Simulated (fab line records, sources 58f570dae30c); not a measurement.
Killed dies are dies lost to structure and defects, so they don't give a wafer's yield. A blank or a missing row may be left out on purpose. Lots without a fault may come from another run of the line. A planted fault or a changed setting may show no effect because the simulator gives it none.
Split-lot experiment | flow berkeley_cmos170 | 5 lots, 23 wafers read, on a route of 331 steps

THE SPLIT
At UCB170_M3_EXPOSE_12 (exposes mask METAL3, target cd 700 nm), the setting dose_mj was moved away from the recipe's 26 on 9 of the 23 wafers read, by -3.2% to +6.6%. The other wafers ran this setting at the recipe's value.

FROM THE SPLIT TO THE READING: what the file shows between them, 2 steps
- UCB170_M3_PEB_13
- UCB170_M3_DEVELOP_14: develop time 45 s

THE READING
cd_nm, in nm, at UCB170_M3_CD_MEAS_15 (target cd 700 nm). Fault-free wafers of this fab line usually give 700.1 nm, standard deviation 1.6 nm.

wafer  | tool, chamber at the split | dose_mj as run | against the recipe | cd_nm, nm | against lot-mates on the recipe
L077.1 | krf_scanner-01, 0          | 25.17          | -3.2%              | 707.2     | +7.7
L077.2 | krf_scanner-01, 0          | 25.17          | -3.2%              | 706.4     | +6.9
L077.4 | krf_scanner-01, 0          | 26             | recipe             | 698.7     | -
L077.5 | krf_scanner-01, 0          | 26             | recipe             | 699.3     | -
L077.6 | krf_scanner-01, 0          | 26             | recipe             | 700.6     | -
L075.1 | krf_scanner-01, 0          | 26             | recipe             | 699.8     | -
L075.2 | krf_scanner-01, 0          | 27.72          | +6.6%              | 690.4     | -10.0
L075.3 | krf_scanner-01, 0          | 27.72          | +6.6%              | 688.7     | -11.7
L075.4 | krf_scanner-01, 0          | 26             | recipe             | 700.4     | -
L075.6 | krf_scanner-01, 0          | 26             | recipe             | 700.9     | -
L076.1 | krf_scanner-01, 0          | 27.34          | +5.2%              | 693.3     | -7.5
L076.2 | krf_scanner-01, 0          | 26             | recipe             | 701.4     | -
L076.4 | krf_scanner-01, 0          | 27.34          | +5.2%              | 691.7     | -9.1
L076.5 | krf_scanner-01, 0          | 26             | recipe             | 700.3     | -
L076.6 | krf_scanner-01, 0          | 27.34          | +5.2%              | 692.5     | -8.3
L079.1 | krf_scanner-02, 0          | 26             | recipe             | 696.7     | -
L079.2 | krf_scanner-02, 0          | 26             | recipe             | 697.3     | -
L079.4 | krf_scanner-02, 0          | 27.19          | +4.6%              | 690.4     | -6.6
L079.5 | krf_scanner-02, 0          | 26             | recipe             | 697.1     | -
L079.6 | krf_scanner-02, 0          | 27.19          | +4.6%              | 690.1     | -6.9
L083.2 | krf_scanner-01, 0          | 26             | recipe             | 698.0     | -
L083.3 | krf_scanner-01, 0          | 26             | recipe             | 699.7     | -
L083.5 | krf_scanner-01, 0          | 26             | recipe             | 700.6     | -

THE FIT
A straight line over all 23 wafers: cd_nm changes by -1.65 nm for each +1% of dose_mj; r = -0.95; the points scatter about the line by 1.6 nm.
The same after taking each lot's own level away (the mean of its wafers on the recipe; 23 wafers): -1.71 nm for each +1%; r = -0.98; scatter 0.9 nm.
On that fit, the largest move of dose_mj shifts the reading by 11 nm.
The lots' own levels span 697.03 to 700.85 nm, that is 2.4 times the standard deviation above.
So the lot-to-lot level changes the slope little: the two slopes agree.
Check: with one of the wafers moved furthest among these (+6.6%) left out of the fit, the line predicts -11.2 nm for it against its lot-mates. It came out at -9.97 nm against them.

OTHER SPLITS ON THESE WAFERS
These wafers also went through other splits before the reading. Each is held against what the fit with the lots' levels taken away leaves over:
other split on the same wafers      | wafers away from the commonest value | r with cd_nm (lot level and that fit taken away)
UCB170_SILICIDE_SPUTTER_01 time_s   | 10                                   | +0.14
UCB170_V1_CMP_02 leave_above_ref_nm | 5                                    | +0.27
UCB170_V1_ETCH_14 rf_w              | 5                                    | +0.07
UCB170_M2_METAL_ETCH_18 icp_w       | 9                                    | -0.37
UCB170_V2_COAT_07 spin_rpm          | 5                                    | -0.08

THE FILE'S OWN FIT
cd_nm changes by -1.67 nm for each +1% of dose_mj, r = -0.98.
